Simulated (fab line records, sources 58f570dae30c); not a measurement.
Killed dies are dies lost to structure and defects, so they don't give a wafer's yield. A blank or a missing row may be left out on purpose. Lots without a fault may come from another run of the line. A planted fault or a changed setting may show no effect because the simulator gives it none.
Which tool did it? | flow berkeley_cmos170 | 14 lots, 42 wafers sampled, at 3 steps of a route of 331

WHAT THE GAUGES READ, wafer by wafer
UCB170_M2_OVL_MEAS_16.
lot  | measured     | on         | M2_OVL (nm)
L224 | day 8 13:55  | overlay-01 | -3 -1 -2
L227 | day 9 02:43  | overlay-02 | -8 -3 -6
L229 | day 9 10:23  | overlay-02 | -1 10 9
L228 | day 9 12:07  | overlay-01 | 3 -5 0
L232 | day 10 11:04 | overlay-01 | 2 3 0
L233 | day 10 12:06 | overlay-02 | -6 -6 -4
L231 | day 10 12:13 | overlay-01 | -2 -1 0
L235 | day 10 19:03 | overlay-02 | -4 -9 -3
L234 | day 10 21:14 | overlay-02 | 6 4 3
L239 | day 11 20:31 | overlay-01 | -2 4 5
L241 | day 12 04:22 | overlay-02 | -2 -6 -3
L240 | day 12 06:52 | overlay-02 | 3 -1 -6
L244 | day 12 22:05 | overlay-01 | -8 -10 -2
L245 | day 13 07:29 | overlay-01 | -9 0 -6

UCB170_M3_RS_MEAS_02: measures by four-point-probe.
lot  | measured     | on            | M3_AL_RS (ohm/sq)
L224 | day 8 17:13  | film_metro-02 | 0.0319 0.0318 0.0314
L227 | day 9 06:06  | film_metro-01 | 0.0321 0.0318 0.0319
L229 | day 9 13:49  | film_metro-03 | 0.0326 0.0325 0.0326
L228 | day 9 15:02  | film_metro-01 | 0.0326 0.0325 0.0321
L232 | day 10 14:14 | film_metro-02 | 0.0320 0.0320 0.0322
L233 | day 10 15:23 | film_metro-02 | 0.0329 0.0328 0.0323
L231 | day 10 15:40 | film_metro-01 | 0.0323 0.0325 0.0322
L235 | day 10 22:26 | film_metro-03 | 0.0317 0.0320 0.0319
L234 | day 11 00:11 | film_metro-02 | 0.0326 0.0325 0.0326
L239 | day 11 23:34 | film_metro-02 | 0.0320 0.0316 0.0316
L241 | day 12 07:28 | film_metro-03 | 0.0320 0.0317 0.0322
L240 | day 12 10:01 | film_metro-02 | 0.0323 0.0318 0.0320
L244 | day 13 01:14 | film_metro-03 | 0.0331 0.0326 0.0333
L245 | day 13 10:44 | film_metro-02 | 0.0322 0.0319 0.0323

WHICH TOOL RAN EACH LOT (tool, then ch and the chambers of the sampled wafers, then the start)
lot  | UCB170_M1_STRIP_13
L224 | plasma_asher-03 ch 0,1, day 8 05:31
L227 | plasma_asher-04 ch 0,1, day 8 19:58
L229 | plasma_asher-01 ch 0,1, day 9 04:16
L228 | plasma_asher-03 ch 0,1, day 9 04:38
L232 | plasma_asher-04 ch 0,1, day 10 03:09
L233 | plasma_asher-04 ch 0,1, day 10 03:28
L231 | plasma_asher-04 ch 0,1, day 10 04:53
L235 | plasma_asher-03 ch 1, day 10 12:05
L234 | plasma_asher-01 ch 0,1, day 10 13:19
L239 | plasma_asher-04 ch 0,1, day 11 14:13
L241 | plasma_asher-03 ch 0,1, day 11 22:18
L240 | plasma_asher-01 ch 0,1, day 12 00:05
L244 | plasma_asher-01 ch 0,1, day 12 14:41
L245 | plasma_asher-04 ch 0,1, day 13 00:48
- UCB170_M1_STRIP_13: strips in O2.

WHAT THE TOOLS THEMSELVES READ (means of the sampled wafers that have a number; where no wafer has one, the mark that the record gives instead)
UCB170_M1_STRIP_13.
lot  | tool            | drypump_motor_current_A (A) | oes_product_au (a.u.)
L224 | plasma_asher-03 | 5.74                        | 0.715
L227 | plasma_asher-04 | 5.62                        | 0.720
L229 | plasma_asher-01 | 5.91                        | 0.718
L228 | plasma_asher-03 | 5.75                        | 0.725
L232 | plasma_asher-04 | 5.64                        | 0.725
L233 | plasma_asher-04 | 5.43                        | 0.719
L231 | plasma_asher-04 | 5.65                        | 0.724
L235 | plasma_asher-03 | 5.82                        | 0.720
L234 | plasma_asher-01 | 5.88                        | 0.726
L239 | plasma_asher-04 | 5.64                        | 0.719
L241 | plasma_asher-03 | 5.78                        | 0.719
L240 | plasma_asher-01 | 5.89                        | 0.719
L244 | plasma_asher-01 | 5.88                        | 0.720
L245 | plasma_asher-04 | 5.64                        | 0.717

THE ANSWER, worked out from the rows above alone
Rule: what is usual is taken from the lots themselves. Put in order of their means at a reading, lots are off if they are a third of the lots or fewer, leave a main group of 4 or more, and stand apart from it by a gap of 3 or more times the standard deviation of the main group's means; of several such gaps the widest counts. A main group whose means are all the same, to the digits that the tables above print for the reading, isn't used. A lot without any number at a reading at which 4 lots or more have one is off too. The other lots that the step has rows for count as sound. The gauges are gone through in route order, then the tools' own readings, and for those a lot's mean is taken as printed above. The first step at which some lot is off is used, and at that step the reading that is off furthest; a lot without a number counts as furthest.
No lot is off at any reading shown: from this, nothing can be told.

WHAT THE SIMULATOR HAD PUT IN
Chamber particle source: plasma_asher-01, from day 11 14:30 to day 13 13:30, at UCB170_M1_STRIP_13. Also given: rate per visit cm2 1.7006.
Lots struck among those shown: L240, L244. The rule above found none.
